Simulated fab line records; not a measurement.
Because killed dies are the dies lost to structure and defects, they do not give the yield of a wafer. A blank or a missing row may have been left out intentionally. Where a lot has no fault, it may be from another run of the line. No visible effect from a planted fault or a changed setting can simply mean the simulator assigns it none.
fab line records	flow rit_cmos
[record] lots = 5	wafers = 15	last_day = 7
route steps=202 shown PLDD@118 SPACER@125 NSD@131 PSD@142 SDANNEAL@153 SILICIDE@161 M1@202
lots with no fault: from the same line, run without faults
start_h: hours from the record's opening day to when the first of the lot's shown wafers began	wait_h: hours elapsed since this lot's preceding step	" unchanged from the row above	L1.1+2: a row that stands for several wafers	- no value present, or no start provided	* or withheld: withheld	< > ~ a bound
route shown NAME@n: names a module that has steps shown in the file, with the first one's number in the route	usual: the fault-free wafers' mean and standard deviation	same: alike in all rows	chamber/n: place in a boat	sites: per-site readings	_std_site: their standard deviation	_edge_site: mean of outer sites minus mean of inner sites	radius_mm: for every site, how far away it sits from the centre of the wafer	mask NAME#n: copy n	behind: the last tool/chamber to shape the wafer	hold: why the lot was held/for how many hours/how that ended	device: the transistor (n, p or np) that didn't switch	end of line: the tests these same wafers got at the end of their route	a step without rows: its recipe alone	killed: dies lost to structure and defects at the first sort, not the wafer's yield	map: per-die view of a wafer (x killed, . not killed, _ where there is no die)
set.NAME: the setting the step ran with; set.NAME@STEP: the setting that earlier step ran with	model.NAME: the simulator's own value behind a step, which no gauge read
lots seen at some steps along the route; tables by step, rows by wafer
services: a tool's chamber out of use, with start hour (start_h, from the record's first day; less than 0 if before it), hours out, and reason
[[steps]]
[step RIT_PLDD_PEB_04]
[recipe] resist = NOVOLAK	temp_c = withheld	time_s = withheld
[step RIT_PLDD_DEVELOP_05]
[recipe] resist = NOVOLAK	develop_time_s = 50	dev_temp_c = 23
[step RIT_PLDD_OVL_MEAS_06]
[usual] PLDD_OVL = -0.5/1.2
lot.wafer	tool	chamber	start_h	wait_h	PLDD_OVL[nm]
L431.3	overlay-01	-	45.66	-	-1.8
L431.5	"	-	"	"	-1.0
L431.6	"	-	"	"	0.4
L434.2	overlay-02	-	62.62	-	1.6
L434.4	"	-	"	"	1.1
L434.5	"	-	"	"	0.5
L444.3	overlay-01	-	109.58	-	-1.0
L444.4	"	-	"	"	-0.1
L444.5	"	-	"	"	0.4
L447.1	overlay-01	-	127.20	-	0.8
L447.2	"	-	"	"	-0.1
L447.6	"	-	"	"	-0.5
L451.2	overlay-02	-	144.78	-	-1.2
L451.4	"	-	"	"	-2.7
L451.5	"	-	"	"	-1.2
[step RIT_PLDD_HARDBAKE_07]
[recipe] resist = NOVOLAK	temp_c = 140	time_s = 60
[step RIT_PLDD_IMPLANT_08]
[recipe] species = BF2	energy_kev = 20	dose_cm2 = 9e+14	tilt_deg = 7
[step RIT_PLDD_STRIP_09]
[recipe] chemistry = O2	time_s = 180	resist = NOVOLAK	platen_temp_c = withheld	power_w = 500	pressure_mtorr = 4000	o2_flow_sccm = 4000
[usual] drypump_motor_current_A = 5.9/0.41
lot.wafer	tool	chamber	start_h	wait_h	drypump_motor_current_A	rf_hours_counter_h
L431.3	plasma_asher-03	1	46.04	0.1	5.6	-
L431.5	"	1	"	"	5.6	-
L431.6	"	0	"	"	5.5	-
L434.2	plasma_asher-02	0	62.95	0.1	6.8	41
L434.4	"	1	"	"	6.0	-
L434.5	"	1	"	"	6.0	-
L444.3	plasma_asher-02	1	109.96	0.1	6.1	-
L444.4	"	0	"	"	6.8	-
L444.5	"	0	"	"	6.8	-
L447.1	plasma_asher-02	1	127.53	0.1	6.0	48
L447.2	"	0	"	"	6.8	48
L447.6	"	1	"	"	6.0	-
L451.2	plasma_asher-01	1	145.11	0.1	5.6	3
L451.4	"	0	"	"	6.0	-
L451.5	"	1	"	"	5.6	-
[step RIT_PLDD_TW_MEAS_10]
[usual] PLDD_TW = 2353/21
lot.wafer	tool	chamber	start_h	wait_h	PLDD_TW
L431.3	film_metro-02	-	46.18	0.1	2334
L431.5	"	-	"	"	2328
L431.6	"	-	"	"	2337
L434.2	film_metro-04	-	63.14	0.1	2385
L434.4	"	-	"	"	2378
L434.5	"	-	"	"	2372
L444.3	film_metro-02	-	110.09	0.1	2355
L444.4	"	-	"	"	2351
L444.5	"	-	"	"	2348
L447.1	film_metro-01	-	127.71	0.1	2325
L447.2	"	-	"	"	2345
L447.6	"	-	"	"	2326
L451.2	film_metro-02	-	145.30	0.1	2354
L451.4	"	-	"	"	2372
L451.5	"	-	"	"	2366
[step RIT_SPACER_CLEAN_00]
[recipe] chemistry = SC1	mix = 3:3:50	time_s = 600	temp_c = 75
[step RIT_SPACER_CLEAN_01]
[recipe] chemistry = dHF	dilution = 50:1	time_s = 30
[step RIT_SPACER_CLEAN_02]
[recipe] chemistry = SC2	mix = 3:3:50	time_s = 600	temp_c = 75	dry = n2_spin
[step RIT_SPACER_CVD_03]
[recipe] material = Si3N4	target_thk_nm = 250	temp_c = 810	precursor = SiH2Cl2/NH3	time_s = 3173	pressure_mtorr = 300	sih2cl2_flow_sccm = 60	nh3_flow_sccm = 150
[step RIT_SPACER_THK_MEAS_04]
[recipe] reads = Si3N4_of_SPACER_CVD_03
[usual] SPACER_NITRIDE_THK = 240.7/2.1
lot.wafer	tool	chamber	start_h	wait_h	SPACER_NITRIDE_THK[nm]
L431.3	film_metro-01	-	48.75	0.1	243.9
L431.5	"	-	"	"	244.7
L431.6	"	-	"	"	247.0
L434.2	film_metro-01	-	67.29	0.0	241.8
L434.4	"	-	"	"	243.9
L434.5	"	-	"	"	243.1
L444.3	film_metro-03	-	112.46	0.1	244.1
L444.4	"	-	"	"	244.1
L444.5	"	-	"	"	246.2
L447.1	film_metro-02	-	130.70	0.0	242.2
L447.2	"	-	"	"	243.0
L447.6	"	-	"	"	240.9
L451.2	film_metro-02	-	147.64	0.0	240.9
L451.4	"	-	"	"	239.8
L451.5	"	-	"	"	240.2
[step RIT_SPACER_ETCHBACK_05]
[recipe] target_depth_a = 2500	SF6_flow_sccm = 30	CHF3_flow_sccm = 30	target = Si3N4	chemistry = SF6/CHF3	pressure_mtorr = 40	rf_w = 250	time_s = 240	stop_on = SiO2
[usual] SF6_flow_sccm = 30.00/0.094	drypump_motor_current_A = 5.7/0.49	oes_product_au = 0.827/0.0083	run_length_s = 268.2/0.41	throttle_valve_pct = 10.33/0.16
lot.wafer	tool	chamber	start_h	wait_h	SF6_flow_sccm	drypump_motor_current_A	oes_product_au	rf_hours_counter_h	run_length_s	throttle_valve_pct	model.poly-Si_of_GATE_CVD_08.thk_nm	model.Si3N4_of_SPACER_CVD_03.thk_nm
L431.3	rie_diel-04	2	48.79	0.0	30.08	5.0	0.833	7	268.0	10.29	168.2	191.9
L431.5	"	3	"	"	29.86	6.0	0.832	-	268.7	10.56	169.7	193.4
L431.6	"	0	"	"	30.02	6.4	0.842	-	267.8	10.50	168.9	195
L434.2	rie_diel-01	3	67.34	0.0	29.93	5.7	0.828	7	268.3	10.45	168.9	189.2
L434.4	"	0	"	"	30.07	6.5	0.844	5	268.4	10.17	167.3	190
L434.5	"	3	"	"	30.09	5.7	0.837	-	268.9	10.43	167.2	190
L444.3	rie_diel-04	0	112.50	0.0	30.08	6.4	0.840	40	267.9	10.49	165.1	193
L444.4	"	2	"	"	29.89	4.9	0.935	8	250.5	10.32	172.2	194.9
L444.5	"	1	"	"	30.06	5.8	0.830	-	268.4	10.30	168.3	194.7
L447.1	rie_diel-01	1	130.76	0.1	30.02	5.0	0.817	50	267.2	10.32	163.6	189.1
L447.2	"	3	"	"	29.88	5.7	0.833	8	268.2	10.43	164.9	189.9
L447.6	"	1	"	"	30.05	5.0	0.826	-	267.5	10.32	163.9	188.3
L451.2	rie_diel-02	2	147.69	0.0	30.07	5.5	0.824	5	268.6	10.35	166.6	188.8
L451.4	"	3	"	"	30.14	5.4	0.814	-	267.7	9.93	163.8	186.8
L451.5	"	2	"	"	29.99	5.5	0.821	-	268.5	10.37	165.3	189.3
[step RIT_NSD_HMDS_00]
[recipe] prime_time_s = 60	prime_temp_c = 140
[step RIT_NSD_COAT_01]
[recipe] resist = NOVOLAK	spin_rpm = 3250	resist_thk_nm = 1000
[step RIT_NSD_SOFTBAKE_02]
[recipe] resist = NOVOLAK	temp_c = 90	time_s = 60
[step RIT_NSD_EXPOSE_03]
[recipe] mask_id = M9	na = 0.57	target_cd_nm = 40700	dose_mj = 250
[step RIT_NSD_PEB_04]
[recipe] resist = NOVOLAK	temp_c = withheld	time_s = withheld
[step RIT_NSD_DEVELOP_05]
[recipe] resist = NOVOLAK	develop_time_s = 50	dev_temp_c = 23
[step RIT_NSD_OVL_MEAS_06]
[usual] NSD_OVL = -0.9/1.3
lot.wafer	tool	chamber	start_h	wait_h	NSD_OVL[nm]
L431.3	overlay-02	-	49.80	-	-2.0
L431.5	"	-	"	"	-1.8
L431.6	"	-	"	"	-1.8
L434.2	overlay-02	-	68.35	-	-2.9
L434.4	"	-	"	"	-3.0
L434.5	"	-	"	"	-5.0
L444.3	overlay-02	-	113.63	-	-1.0
L444.4	"	-	"	"	-0.6
L444.5	"	-	"	"	-2.2
L447.1	overlay-02	-	131.76	-	1.5
L447.2	"	-	"	"	1.0
L447.6	"	-	"	"	0.3
L451.2	overlay-01	-	148.70	-	0.2
L451.4	"	-	"	"	0.3
L451.5	"	-	"	"	1.0
[step RIT_NSD_HARDBAKE_07]
[recipe] resist = NOVOLAK	temp_c = 140	time_s = 60
[step RIT_NSD_IMPLANT_08]
[recipe] species = P	energy_kev = 25	dose_cm2 = 1.023e+15	tilt_deg = 7
[step RIT_NSD_STRIP_09]
[recipe] chemistry = O2	time_s = 180	resist = NOVOLAK	platen_temp_c = withheld	power_w = 500	pressure_mtorr = 4000	o2_flow_sccm = 4000
[usual] drypump_motor_current_A = 5.4/0.4
lot.wafer	tool	chamber	start_h	wait_h	drypump_motor_current_A	rf_hours_counter_h
L431.3	plasma_asher-01	1	50.18	0.1	5.6	-
L431.5	"	0	"	"	6.0	-
L431.6	"	1	"	"	5.6	-
L434.2	plasma_asher-04	1	68.68	0.1	5.6	28
L434.4	"	0	"	"	4.8	-
L434.5	"	1	"	"	5.6	-
L444.3	plasma_asher-03	0	114.01	0.1	5.5	-
L444.4	"	1	"	"	5.6	-
L444.5	"	0	"	"	5.5	-
L447.1	plasma_asher-04	0	132.09	0.1	4.8	36
L447.2	"	1	"	"	5.6	36
L447.6	"	1	"	"	5.6	-
L451.2	plasma_asher-01	0	149.03	0.1	6.0	3
L451.4	"	1	"	"	5.6	-
L451.5	"	1	"	"	5.6	-
[step RIT_NSD_TW_MEAS_10]
[usual] NSD_TW = 3132/27
lot.wafer	tool	chamber	start_h	wait_h	NSD_TW
L431.3	film_metro-01	-	50.32	0.1	3106
L431.5	"	-	"	"	3095
L431.6	"	-	"	"	3084
L434.2	film_metro-02	-	68.86	0.1	3127
L434.4	"	-	"	"	3120
L434.5	"	-	"	"	3116
L444.3	film_metro-02	-	114.15	0.1	3141
L444.4	"	-	"	"	3149
L444.5	"	-	"	"	3138
L447.1	film_metro-01	-	132.27	0.1	3126
L447.2	"	-	"	"	3102
L447.6	"	-	"	"	3103
L451.2	film_metro-04	-	149.21	0.1	3164
L451.4	"	-	"	"	3168
L451.5	"	-	"	"	3161
[step RIT_PSD_HMDS_00]
[recipe] prime_time_s = 60	prime_temp_c = 140
[step RIT_PSD_COAT_01]
[recipe] resist = NOVOLAK	spin_rpm = 3250	resist_thk_nm = 1000
[step RIT_PSD_SOFTBAKE_02]
[recipe] resist = NOVOLAK	temp_c = 90	time_s = 60
[step RIT_PSD_EXPOSE_03]
[recipe] mask_id = M10	na = 0.57	target_cd_nm = 40900	dose_mj = 250
[step RIT_PSD_PEB_04]
[recipe] resist = NOVOLAK	temp_c = withheld	time_s = withheld
[step RIT_PSD_DEVELOP_05]
[recipe] resist = NOVOLAK	develop_time_s = 50	dev_temp_c = 23
[step RIT_PSD_OVL_MEAS_06]
[usual] PSD_OVL = -0.7/1.3
lot.wafer	tool	chamber	start_h	wait_h	PSD_OVL[nm]
L431.3	overlay-02	-	51.32	-	0.3
L431.5	"	-	"	"	0.4
L431.6	"	-	"	"	1.1
L434.2	overlay-02	-	69.89	-	-0.4
L434.4	"	-	"	"	1.0
L434.5	"	-	"	"	-0.8
L444.3	overlay-02	-	115.05	-	0.1
L444.4	"	-	"	"	-1.4
L444.5	"	-	"	"	-1.7
L447.1	overlay-02	-	133.18	-	-0.9
L447.2	"	-	"	"	0.2
L447.6	"	-	"	"	-1.3
L451.2	overlay-02	-	150.24	-	0.0
L451.4	"	-	"	"	0.7
L451.5	"	-	"	"	0.0
[step RIT_PSD_HARDBAKE_07]
[recipe] resist = NOVOLAK	temp_c = 140	time_s = 60
[step RIT_PSD_IMPLANT_08]
[recipe] species = BF2	energy_kev = 27	dose_cm2 = 5e+15	tilt_deg = 7
[step RIT_PSD_STRIP_09]
[recipe] chemistry = O2	time_s = 180	resist = NOVOLAK	platen_temp_c = withheld	power_w = 500	pressure_mtorr = 4000	o2_flow_sccm = 4000
[usual] drypump_motor_current_A = 5.8/0.63
lot.wafer	tool	chamber	start_h	wait_h	drypump_motor_current_A	rf_hours_counter_h
L431.3	plasma_asher-02	1	51.70	0.1	6.1	-
L431.5	"	0	"	"	6.8	-
L431.6	"	1	"	"	6.1	-
L434.2	plasma_asher-04	1	70.22	0.1	5.6	29
L434.4	"	1	"	"	5.6	-
L434.5	"	1	"	"	5.6	-
L444.3	plasma_asher-02	1	115.44	0.1	6.0	-
L444.4	"	0	"	"	6.8	-
L444.5	"	0	"	"	6.8	-
L447.1	plasma_asher-04	0	133.52	0.1	4.8	36
L447.2	"	1	"	"	5.6	36
L447.6	"	0	"	"	4.8	-
L451.2	plasma_asher-04	1	150.57	0.1	5.6	37
L451.4	"	1	"	"	5.6	-
L451.5	"	0	"	"	4.8	-
[step RIT_PSD_TW_MEAS_10]
[usual] PSD_TW = 3423/30
lot.wafer	tool	chamber	start_h	wait_h	PSD_TW
L431.3	film_metro-01	-	51.84	0.1	3365
L431.5	"	-	"	"	3392
L431.6	"	-	"	"	3390
L434.2	film_metro-01	-	70.41	0.1	3383
L434.4	"	-	"	"	3405
L434.5	"	-	"	"	3386
L444.3	film_metro-01	-	115.57	0.1	3417
L444.4	"	-	"	"	3423
L444.5	"	-	"	"	3411
L447.1	film_metro-04	-	133.69	0.1	3461
L447.2	"	-	"	"	3435
L447.6	"	-	"	"	3436
L451.2	film_metro-01	-	150.76	0.1	3397
L451.4	"	-	"	"	3398
L451.5	"	-	"	"	3407
[step RIT_SDANNEAL_CLEAN_00]
[recipe] chemistry = SC1	mix = 3:3:50	time_s = 600	temp_c = 75
[step RIT_SDANNEAL_CLEAN_01]
[recipe] chemistry = dHF	dilution = 50:1	time_s = 30
[step RIT_SDANNEAL_CLEAN_02]
[recipe] chemistry = SC2	mix = 3:3:50	time_s = 600	temp_c = 75	dry = n2_spin
[usual] bath_heat_duty_pct = 14.5/2.3
lot.wafer	tool	chamber	start_h	wait_h	bath_heat_duty_pct	model.poly-Si_of_GATE_CVD_08.thk_nm
L431.3	wet_bench-04	3	52.08	0.0	16.2	163.9
L431.5	"	3	"	"	16.5	165.4
L431.6	"	3	"	"	18.2	164.6
L434.2	wet_bench-04	0	70.68	0.0	12.6	164.5
L434.4	"	0	"	"	12.0	162.9
L434.5	"	0	"	"	12.6	162.8
L444.3	wet_bench-04	2	115.82	0.0	18.0	160.7
L444.4	"	2	"	"	17.2	167.8
L444.5	"	2	"	"	17.9	163.9
L447.1	wet_bench-02	0	134.12	0.0	13.3	159.1
L447.2	"	0	"	"	12.9	160.5
L447.6	"	0	"	"	11.9	159.5
L451.2	wet_bench-02	0	151.00	0.0	11.9	162.2
L451.4	"	0	"	"	11.8	159.4
L451.5	"	0	"	"	12.8	160.9
[step RIT_SDANNEAL_RTA_03]
[recipe] temp_c = 1050	time_s = 5	idle_temp_c = 600	ramp_up_c_per_s = 342	ramp_down_c_per_s = 171	cool_to_c = 600	ambient = N2
[usual] chamber_o2_ppm = 1.997/0.019	wafer_temp_C_max = 1053.3/1.1
lot.wafer	tool	chamber	start_h	wait_h	chamber_o2_ppm	wafer_temp_C_max
L431.3	rtp_anneal-02	0	52.29	0.0	2.017	1052.3
L431.5	"	0	"	"	2.014	1051.9
L431.6	"	0	"	"	2.041	1053.1
L434.2	rtp_anneal-02	0	70.87	0.0	1.963	1052.2
L434.4	"	0	"	"	1.983	1053.4
L434.5	"	0	"	"	2.009	1053.6
L444.3	rtp_anneal-02	0	116.03	0.0	1.987	1054.4
L444.4	"	0	"	"	1.984	1052.3
L444.5	"	0	"	"	1.989	1053.6
L447.1	rtp_anneal-01	0	134.47	0.0	1.995	1054.5
L447.2	"	0	"	"	1.999	1053.2
L447.6	"	0	"	"	2.027	1053.1
L451.2	rtp_anneal-01	0	151.18	0.0	2.026	1053.9
L451.4	"	0	"	"	2.005	1054.2
L451.5	"	0	"	"	2.001	1053.9
[step RIT_SDANNEAL_RS_MEAS_04]
[recipe] thk_meas_gauge = four-point-probe
[usual] PSD_RS = 115.94/0.26
lot.wafer	tool	chamber	start_h	wait_h	PSD_RS[ohm/sq]
L431.3	film_metro-02	-	52.37	0.1	116.37
L431.5	"	-	"	"	116.44
L431.6	"	-	"	"	116.17
L434.2	film_metro-04	-	70.93	0.1	115.35
L434.4	"	-	"	"	115.99
L434.5	"	-	"	"	116.02
L444.3	film_metro-04	-	116.11	0.1	115.74
L444.4	"	-	"	"	115.56
L444.5	"	-	"	"	115.76
L447.1	film_metro-02	-	134.53	0.0	116.29
L447.2	"	-	"	"	116.15
L447.6	"	-	"	"	115.92
L451.2	film_metro-01	-	151.25	0.1	115.67
L451.4	"	-	"	"	115.65
L451.5	"	-	"	"	115.77
[step RIT_SDANNEAL_RS_MEAS_05]
[recipe] thk_meas_gauge = four-point-probe
[usual] NSD_RS = 83.06/0.22
lot.wafer	tool	chamber	start_h	wait_h	NSD_RS[ohm/sq]
L431.3	film_metro-02	-	52.49	0.1	83.05
L431.5	"	-	"	"	83.01
L431.6	"	-	"	"	83.06
L434.2	film_metro-04	-	71.05	0.1	82.58
L434.4	"	-	"	"	82.97
L434.5	"	-	"	"	82.81
L444.3	film_metro-04	-	116.23	0.1	83.34
L444.4	"	-	"	"	83.17
L444.5	"	-	"	"	83.16
L447.1	film_metro-02	-	134.65	0.1	82.87
L447.2	"	-	"	"	82.98
L447.6	"	-	"	"	82.94
L451.2	film_metro-01	-	151.37	0.1	83.01
L451.4	"	-	"	"	82.73
L451.5	"	-	"	"	83.09
[step RIT_SDANNEAL_RS_MEAS_06]
[recipe] thk_meas_gauge = four-point-probe
[usual] PLDD_RS = 178.6/0.51
lot.wafer	tool	chamber	start_h	wait_h	PLDD_RS[ohm/sq]
L431.3	film_metro-02	-	52.61	0.1	178.5
L431.5	"	-	"	"	178.8
L431.6	"	-	"	"	178.3
L434.2	film_metro-04	-	71.17	0.1	178.1
L434.4	"	-	"	"	178.0
L434.5	"	-	"	"	178.8
L444.3	film_metro-04	-	116.35	0.1	178.2
L444.4	"	-	"	"	178.8
L444.5	"	-	"	"	178.5
L447.1	film_metro-02	-	134.77	0.1	178.4
L447.2	"	-	"	"	178.8
L447.6	"	-	"	"	177.9
L451.2	film_metro-01	-	151.49	0.1	178.0
L451.4	"	-	"	"	177.5
L451.5	"	-	"	"	178.0
[step RIT_SILICIDE_WET_ETCH_00]
[recipe] chemistry = BOE	target = SiO2	target_depth_nm = 14	time_s = 15	dry = n2_spin	dilution = 10:1	temp_c = 21.5
[usual] bath_heat_duty_pct = 1.8/0.38
lot.wafer	tool	chamber	start_h	wait_h	bath_heat_duty_pct	model.Si3N4_of_SPACER_CVD_03.thk_nm
L431.3	wet_bench-01	1	52.81	0.1	1.7	190.8
L431.5	"	1	"	"	2.3	192.2
L431.6	"	1	"	"	2.1	193.9
L434.2	wet_bench-04	2	71.39	0.1	1.7	188
L434.4	"	2	"	"	2.4	188.9
L434.5	"	2	"	"	2.1	188.8
L444.3	wet_bench-03	0	116.55	0.1	1.9	191.8
L444.4	"	0	"	"	1.9	193.7
L444.5	"	0	"	"	1.7	193.6
L447.1	wet_bench-03	1	135.01	0.1	0.9	187.9
L447.2	"	1	"	"	2.0	188.7
L447.6	"	1	"	"	2.3	187.1
L451.2	wet_bench-01	0	151.71	0.1	1.1	187.6
L451.4	"	0	"	"	1.8	185.6
L451.5	"	0	"	"	1.6	188.2
[step RIT_M1_PROBE_99]
[usual] killed_at_contacts = 0.1/0.35	killed_at_front_end = 6.9/2.8	killed_dies = 7.0/2.8	killed_open = 3.4/2	killed_short = 3.5/2.1
[same] gross_dies = 264	killed_at_M0_to_M3 = 0	killed_at_M4_up = 0	killed_at_back_side = 0	killed_at_other = 0
lot.wafer	tool	chamber	start_h	wait_h	killed_at_contacts	killed_at_front_end	killed_dies	killed_open	killed_short	model.etest.nmos_0p15.r_on_ohm_um	model.etest.pplus_sal.width_nm	model.etest.nplus_sal.width_nm	model.etest.pwell_pinched.rs_ohm_sq	model.etest.nwell_pinched.rs_ohm_sq	model.etest.contact_nplus.end_ohm_um	model.etest.diode_pplus_nwell.bv_v	model.etest.nmos_0p15.tox_inv_nm
L431.3	prober-01	-	60.22	0.2	1	7	8	4	4	1104	3439	3402	457.7	335.3	40.05	6.565	4.52
L431.5	prober-01	-	60.32	0.2	0	6	6	2	4	1071	3419	3425	460.3	330.9	39.52	6.502	4.548
L431.6	prober-01	-	60.37	0.2	0	9	9	7	2	1067	3396	3420	455.9	333.6	38.98	6.489	4.562
L434.2	prober-02	-	78.30	0.1	0	9	9	5	4	1138	3461	3456	462.5	337.5	40.27	6.534	4.489
L434.4	prober-02	-	78.40	0.2	0	6	6	4	2	1126	3478	3442	471.5	336.3	39.17	6.589	4.458
L434.5	prober-02	-	78.45	0.2	0	7	7	4	3	1110	3438	3471	462.2	337.9	40.9	6.553	4.432
L444.3	prober-02	-	123.58	0.2	0	9	9	3	5	1100	3432	3450	447.8	331.9	38.32	6.578	4.528
L444.4	prober-02	-	123.63	0.2	0	2	2	2	0	1052	3423	3422	446.5	325.3	37.22	6.523	4.588
L444.5	prober-02	-	123.68	0.2	0	11	11	6	4	1081	3436	3432	452.8	328.3	37.44	6.559	4.567
L447.1	prober-01	-	142.55	0.1	0	7	7	5	2	1168	3446	3466	466.2	337.3	39	6.615	4.543
L447.2	prober-01	-	142.60	0.1	0	12	12	6	6	1145	3434	3449	464	337.2	39.61	6.634	4.554
L447.6	prober-01	-	142.80	0.2	0	14	14	8	6	1139	3448	3453	467.2	339.1	40.6	6.615	4.515
L451.2	prober-02	-	158.53	0.1	0	5	5	3	2	1091	3467	3466	452.2	334.6	40.27	6.6	4.39
L451.4	prober-02	-	158.63	0.2	0	6	6	4	2	1112	3460	3478	455.9	340.3	40.63	6.637	4.374
L451.5	prober-02	-	158.68	0.2	0	8	8	6	2	1081	3439	3432	449.9	330.2	39.55	6.53	4.456
// killed by level:class
L431.3 GATE:geometric_particle:short=3 SPACER:geometric_particle:open=3 GATE:geometric_particle:open=1 CONTACT:geometric_particle:short=1
L431.5 GATE:geometric_particle:short=3 FOX1:geometric_particle:short=1 GATE:geometric_particle:open=1 SILICIDE:geometric_particle:open=1
L431.6 GATE:geometric_particle:open=3 REOX:geometric_particle:open=2 SILICIDE:geometric_particle:open=2 GATE:geometric_particle:short=1 SILICIDE:geometric_particle:short=1
L434.2 SILICIDE:geometric_particle:open=2 ACTIVE:geometric_particle:short=1 FOX1:geometric_particle:short=1 FOX1:geometric_particle:open=1 FOX2:geometric_particle:open=1 GATE:geometric_particle:open=1 GATE:geometric_particle:short=1 REOX:geometric_particle:short=1
L434.4 REOX:geometric_particle:open=3 GATE:geometric_particle:open=1 GATE:geometric_particle:short=1 SPACER:geometric_particle:short=1
L434.5 GATE:geometric_particle:open=2 GATE:geometric_particle:short=2 FOX2:geometric_particle:open=1 SPACER:geometric_particle:short=1 SILICIDE:geometric_particle:open=1
L444.3 GATE:geometric_particle:short=5 FOX1:geometric_particle:open=1 GATE:geometric_particle:open=1 SPACER:geometric_particle:open=1 PRETRO:coat_microbubble_printed=1
L444.4 GATE:geometric_particle:open=1 REOX:geometric_particle:open=1
L444.5 GATE:geometric_particle:open=4 GATE:geometric_particle:short=2 FOX1:geometric_particle:short=1 REOX:geometric_particle:open=1 REOX:geometric_particle:short=1 SILICIDE:geometric_particle:open=1 NRETRO:coat_microbubble_printed=1
L447.1 GATE:geometric_particle:short=2 SILICIDE:geometric_particle:open=2 FOX1:geometric_particle:open=1 FOX2:geometric_particle:open=1 GATE:geometric_particle:open=1
L447.2 FOX1:geometric_particle:open=2 FOX2:geometric_particle:short=2 GATE:geometric_particle:open=2 REOX:geometric_particle:short=2 FOX1:geometric_particle:short=1 GATE:geometric_particle:short=1 REOX:geometric_particle:open=1 SILICIDE:geometric_particle:open=1
L447.6 FOX1:geometric_particle:open=3 GATE:geometric_particle:short=3 GATE:geometric_particle:open=2 SPACER:geometric_particle:short=2 REOX:geometric_particle:open=2 FOX2:geometric_particle:open=1 FOX2:geometric_particle:short=1
L451.2 SILICIDE:geometric_particle:open=2 FOX1:geometric_particle:open=1 SPACER:geometric_particle:short=1 SILICIDE:geometric_particle:short=1
L451.4 GATE:geometric_particle:open=2 FOX1:geometric_particle:open=1 GATE:geometric_particle:short=1 SILICIDE:geometric_particle:open=1 SILICIDE:geometric_particle:short=1
L451.5 FOX2:geometric_particle:open=3 GATE:geometric_particle:open=2 FOX1:geometric_particle:open=1 FOX2:geometric_particle:short=1 SILICIDE:geometric_particle:short=1
[[services]]
tool	chamber	start_h	hours	kind
plasma_asher-02	-	33.02	3.0	repair
plasma_asher-01	-	35.35	1.6	repair
rie_diel-02	2	35.61	11.6	repair
rie_diel-02	1	44.26	2.9	repair
rie_diel-02	1	47.14	2.3	repair
rie_diel-02	-	47.66	2.8	pm
rie_diel-04	0	57.62	2.5	repair
rtp_anneal-02	-	61.47	5.5	pm
plasma_asher-03	-	62.49	0.7	repair
rie_diel-02	1	82.84	1.4	repair
wet_bench-03	-	89.76	2.7	repair
plasma_asher-04	-	93.69	0.4	repair
plasma_asher-04	-	105.16	2.2	repair
plasma_asher-01	-	108.75	9.0	pm
plasma_asher-01	0	108.75	9.0	vent_cycle
plasma_asher-01	1	108.75	9.0	vent_cycle
rtp_anneal-01	-	112.33	4.4	pm
plasma_asher-01	0	117.75	-	clean
plasma_asher-01	1	117.75	-	clean
plasma_asher-02	-	123.99	3.4	repair
rie_diel-02	0	137.96	-	clean
rie_diel-02	0	137.96	23.7	scheduled_down
plasma_asher-02	-	144.26	7.2	repair
rie_diel-04	3	145.27	2.7	repair
[[key]]
[first_sign] step = RIT_SPACER_ETCHBACK_05	reading = run_length_s	direction = down	sigmas = 44	usual = *	struck = *
[effect] step = RIT_SPACER_ETCHBACK_05	reading = oes_product_au	direction = up	sigmas = 13	usual = 0.827	struck = 0.935
[model_effect] step = RIT_SPACER_ETCHBACK_05	value = poly-Si_of_GATE_CVD_08.thk_nm	without = 167.3	struck = 172.2
[model_effect] step = RIT_SDANNEAL_CLEAN_02	value = poly-Si_of_GATE_CVD_08.thk_nm	without = 162.9	struck = 167.8
[model_effect] step = RIT_SILICIDE_WET_ETCH_00	value = Si3N4_of_SPACER_CVD_03.thk_nm	without = 189.8	struck = 193.7
[model_effect] step = RIT_M1_PROBE_99	value = etest.nmos_0p15.r_on_ohm_um	without = 1115	struck = 1052
met_at RIT_SPACER_ETCHBACK_05
struck_wafers L444.4
tester_left_out L444
onset_between 48.79 112.50
[fault] kind = process_parameter_drift	tool = rie_diel-04	chamber = 2	onset_h = 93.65	steps = RIT_SPACER_ETCHBACK_05	channel = time_s	offset = *	shape = step	end_h = 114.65	acts_in = *	stated = *
// tester_left_out: of these lots the tester's yield and bins aren't shown, on N5 and GAA mostly nor the transistor test; their killed dies are dies lost to structure and defects alone, not to doping, threshold or leakage, so they don't give the yield
